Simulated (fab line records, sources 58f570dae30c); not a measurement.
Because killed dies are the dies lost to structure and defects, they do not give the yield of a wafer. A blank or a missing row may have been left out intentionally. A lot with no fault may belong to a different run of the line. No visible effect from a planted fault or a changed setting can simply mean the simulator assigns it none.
Which tool is to blame?	flow berkeley_cmos170	14 lots, 42 wafers sampled, at 2 steps of a route of 331

== WHAT THE GAUGES SHOWED, per wafer ==
UCB170_M1_CD_MEAS_90: the cd target is 700 nm.
lot	measured	on	cd_nm (nm)
L371	day 7 22:24	cd_sem-02	702.5 701.6 700.2
L375	day 8 23:05	cd_sem-02	701.4 702.0 701.3
L376	day 9 00:17	cd_sem-02	697.0 698.9 699.6
L378	day 9 17:37	cd_sem-01	701.9 702.9 699.3
L379	day 9 17:42	cd_sem-02	701.5 698.8 700.0
L380	day 9 18:16	cd_sem-02	696.7 699.3 698.0
L381	day 9 22:40	cd_sem-02	701.1 700.8 702.1
L382	day 10 14:50	cd_sem-02	704.8 704.2 701.0
L384	day 10 15:04	cd_sem-02	700.9 701.7 700.6
L385	day 11 09:02	cd_sem-01	700.6 702.1 702.3
L386	day 11 09:29	cd_sem-01	703.3 703.3 700.4
L391	day 12 08:19	cd_sem-02	701.0 711.3 697.0
L390	day 12 13:01	cd_sem-02	699.0 701.0 699.0
L389	day 12 13:20	cd_sem-02	711.0 702.4 699.1

== WHICH TOOL RAN EACH LOT (tool, then ch and the chambers of the sampled wafers, then the start) ==
lot	UCB170_M1_METAL_ETCH_12
L371	rie_metal-03 ch 0,1, day 7 22:10
L375	rie_metal-03 ch 0,1, day 8 22:50
L376	rie_metal-02 ch 0,1, day 9 00:03
L378	rie_metal-02 ch 1, day 9 17:22
L379	rie_metal-04 ch 0,1, day 9 17:27
L380	rie_metal-03 ch 1, day 9 17:55
L381	rie_metal-02 ch 0,1, day 9 22:26
L382	rie_metal-04 ch 0,1, day 10 14:35
L384	rie_metal-03 ch 0,1, day 10 14:49
L385	rie_metal-02 ch 0,1, day 11 08:47
L386	rie_metal-03 ch 0,1, day 11 09:14
L391	rie_metal-03 ch 0,1, day 12 08:05
L390	rie_metal-02 ch 0,1, day 12 12:44
L389	rie_metal-03 ch 0,1, day 12 13:05
- UCB170_M1_METAL_ETCH_12: etches Al in Cl2/BCl3, stops on PSG, target depth 780 nm, time 130 s.

== WHAT THE TOOLS THEMSELVES READ (means of the sampled wafers that have a number; where no wafer has one, the mark that the record gives instead) ==
UCB170_M1_METAL_ETCH_12.
lot	tool	bias_w (W)	drypump_motor_current_A (A)	oes_product_au (a.u.)	rf_fwd_power_W (W)	throttle_valve_pct (%)
L371	rie_metal-03	120.2	5.5	0.870	597.7	24.05
L375	rie_metal-03	120.1	5.4	0.866	596.9	24.17
L376	rie_metal-02	119.9	5.7	0.832	598.5	24.45
L378	rie_metal-02	120.3	5.6	0.829	597.6	24.52
L379	rie_metal-04	120.2	6.3	0.846	596.6	24.39
L380	rie_metal-03	119.9	5.5	0.863	598.1	23.96
L381	rie_metal-02	119.9	5.8	0.842	597.6	24.37
L382	rie_metal-04	119.8	6.0	0.860	596.1	24.43
L384	rie_metal-03	120.2	5.4	0.861	598.3	24.11
L385	rie_metal-02	119.9	5.9	0.836	599.4	24.37
L386	rie_metal-03	119.9	5.4	0.859	597.6	24.12
L391	rie_metal-03	120.2	5.4	0.834	518.8	24.07
L390	rie_metal-02	119.9	5.8	0.836	597.5	24.37
L389	rie_metal-03	120.4	5.4	0.837	515.5	24.04

== THE ANSWER, worked out from the rows above alone ==
Rule: the lots themselves supply what counts as usual. The widest of any qualifying gaps counts: lots, ordered by their means at a reading, are off when they make up no more than a third of the lots, leave a main group of 4 or more, and stand apart from it by 3 or more times the standard deviation of that group's means. A main group is skipped when, at the precision printed for the reading in the tables above, its means are all equal. Also off: a lot with no number at a reading for which 4 or more lots have one. The other lots that the step has rows for count as sound. After the gauges, taken in route order, come the tools' own readings; for these a lot's mean is taken, as printed above. At the first step where some lot is off, the reading lying furthest off is the one used; lots without a number count as furthest.
Off: L391, L389 (UCB170_M1_METAL_ETCH_12, rf_fwd_power_W). Main group: mean 597.7 W, sd 0.84.
A tool fits if, at that step or a process step before it, it ran every lot that is off, and no sound lot after the first of them. One candidate fits, namely rie_metal-03 at UCB170_M1_METAL_ETCH_12. A fault onset in the window from L386 (day 11 09:14, its last sound lot) to L391 (day 12 08:05, its first lot off) fits.
On the lots that are off, the tool's own readings at UCB170_M1_METAL_ETCH_12 differ by more than 5 times the standard deviation of the sound lots' means, which bears it out; rf_fwd_power_W reads 517.1 W there versus 597.7 W on the sound lots.

== WHAT THE SIMULATOR HAD PUT IN ==
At UCB170_M1_METAL_ETCH_12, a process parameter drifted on rie_metal-03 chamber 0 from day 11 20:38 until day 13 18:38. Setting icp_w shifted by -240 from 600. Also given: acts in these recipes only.
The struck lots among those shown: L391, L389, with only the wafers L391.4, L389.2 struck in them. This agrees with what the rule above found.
